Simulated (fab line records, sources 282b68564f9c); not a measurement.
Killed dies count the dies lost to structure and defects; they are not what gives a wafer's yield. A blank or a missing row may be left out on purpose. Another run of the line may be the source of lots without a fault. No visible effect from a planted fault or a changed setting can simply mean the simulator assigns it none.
Split-lot trial    flow rit_cmos    5 lots, 23 wafers read, on a route of 202 steps

## SPLIT DETAILS
At RIT_ACTIVE_COAT_06 (resist thk 1000 nm), the setting spin_rpm was moved away from the recipe's 3250 rpm on 5 of the 23 wafers read, by +2.4% to +2.6%. All remaining wafers had this setting at the recipe value.

## FROM THE SPLIT TO THE READING: what the file shows between them, 4 steps
- RIT_ACTIVE_EXPOSE_08: exposes mask M1, target cd 1400 nm (also split here: dose_mj)
- RIT_ACTIVE_PEB_09
- RIT_ACTIVE_DEVELOP_10: develop time 48.2 s
- RIT_ACTIVE_CD_MEAS_11: target cd 1400 nm

## THE READING
NOVOLAK_of_ACTIVE_COAT_06.thk_nm (the simulator's own value, which no gauge read), in nm, at RIT_ACTIVE_HARDBAKE_12 (time 60 s). No usual value for it is given in the file. Across the 18 wafers here that went through the recipe, the average is 884.4 nm and the standard deviation 2.1 nm.

wafer   tool, chamber at the split  spin_rpm as run, rpm  against the recipe  NOVOLAK_of_ACTIVE_COAT_06.thk_nm, nm  against lot-mates on the recipe
L076.1  litho_track-04, 0           3250                  recipe              885.1                                 -
L076.2  litho_track-04, 0           3335                  +2.6%               869.8                                 -14.0
L076.4  litho_track-04, 0           3250                  recipe              882.4                                 -
L076.5  litho_track-04, 0           3335                  +2.6%               872.7                                 -11.0
L076.6  litho_track-04, 0           3335                  +2.6%               872.8                                 -11.0
L077.1  litho_track-01, 0           3250                  recipe              884.7                                 -
L077.2  litho_track-01, 0           3250                  recipe              885.1                                 -
L077.3  litho_track-01, 0           3250                  recipe              884.9                                 -
L077.4  litho_track-01, 0           3250                  recipe              881.9                                 -
L077.5  litho_track-01, 0           3250                  recipe              883.9                                 -
L079.2  litho_track-01, 0           3250                  recipe              886.6                                 -
L079.3  litho_track-01, 0           3250                  recipe              887.9                                 -
L079.5  litho_track-01, 0           3250                  recipe              888                                   -
L080.1  litho_track-02, 0           3250                  recipe              883.5                                 -
L080.2  litho_track-02, 0           3250                  recipe              883.2                                 -
L080.3  litho_track-02, 0           3250                  recipe              881.5                                 -
L080.4  litho_track-02, 0           3250                  recipe              884.1                                 -
L080.6  litho_track-02, 0           3250                  recipe              880.2                                 -
L081.1  litho_track-01, 0           3327                  +2.4%               874.6                                 -10.9
L081.2  litho_track-01, 0           3327                  +2.4%               876.1                                 -9.4
L081.3  litho_track-01, 0           3250                  recipe              884                                   -
L081.5  litho_track-01, 0           3250                  recipe              886.3                                 -
L081.6  litho_track-01, 0           3250                  recipe              886.2                                 -

FIT RESULTS
A straight line over all 23 wafers: NOVOLAK_of_ACTIVE_COAT_06.thk_nm changes by -4.49 nm for each +1% of spin_rpm; r = -0.92; the points scatter about the line by 2.1 nm.
The same after taking each lot's own level away (the mean of its wafers on the recipe; 23 wafers): -4.48 nm for each +1%; r = -0.97; scatter 1.3 nm.
According to that fit, moving spin_rpm by its largest amount changes the reading by 12 nm.
The lots' own levels span 882.50 to 887.50 nm, that is 2.4 times the standard deviation above.
So the lot-to-lot level changes the slope little: the two slopes agree.
Check: with one of the wafers moved furthest among these (+2.6%) left out of the fit, the line predicts -11.1 nm for it against its lot-mates. Against them it came out at -14 nm.

## THESE WAFERS: OTHER SPLITS
Before the reading, these wafers also passed through other splits. Each is held against what the fit with the lots' levels taken away leaves over:
other split on the same wafers  wafers away from the commonest value  r with NOVOLAK_of_ACTIVE_COAT_06.thk_nm (lot level and that fit taken away)
RIT_ACTIVE_EXPOSE_08 dose_mj    8                                     -0.16

## THE WHOLE CHAIN: every reading that the file lists as answering this split, in the file's order
step                    what it does        reading                                                                            change (the file's fit)               r (the file's)
RIT_ACTIVE_COAT_06      resist thk 1000 nm  NOVOLAK_of_ACTIVE_COAT_06.thk_nm (the simulator's own value, which no gauge read)  -5.08 nm for each +1% of the setting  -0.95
RIT_ACTIVE_HARDBAKE_12  time 60 s           NOVOLAK_of_ACTIVE_COAT_06.thk_nm (the simulator's own value, which no gauge read)  -4.45 nm for each +1% of the setting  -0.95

## FILE'S OWN FIT
NOVOLAK_of_ACTIVE_COAT_06.thk_nm changes by -4.45 nm for each +1% of spin_rpm, r = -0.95.
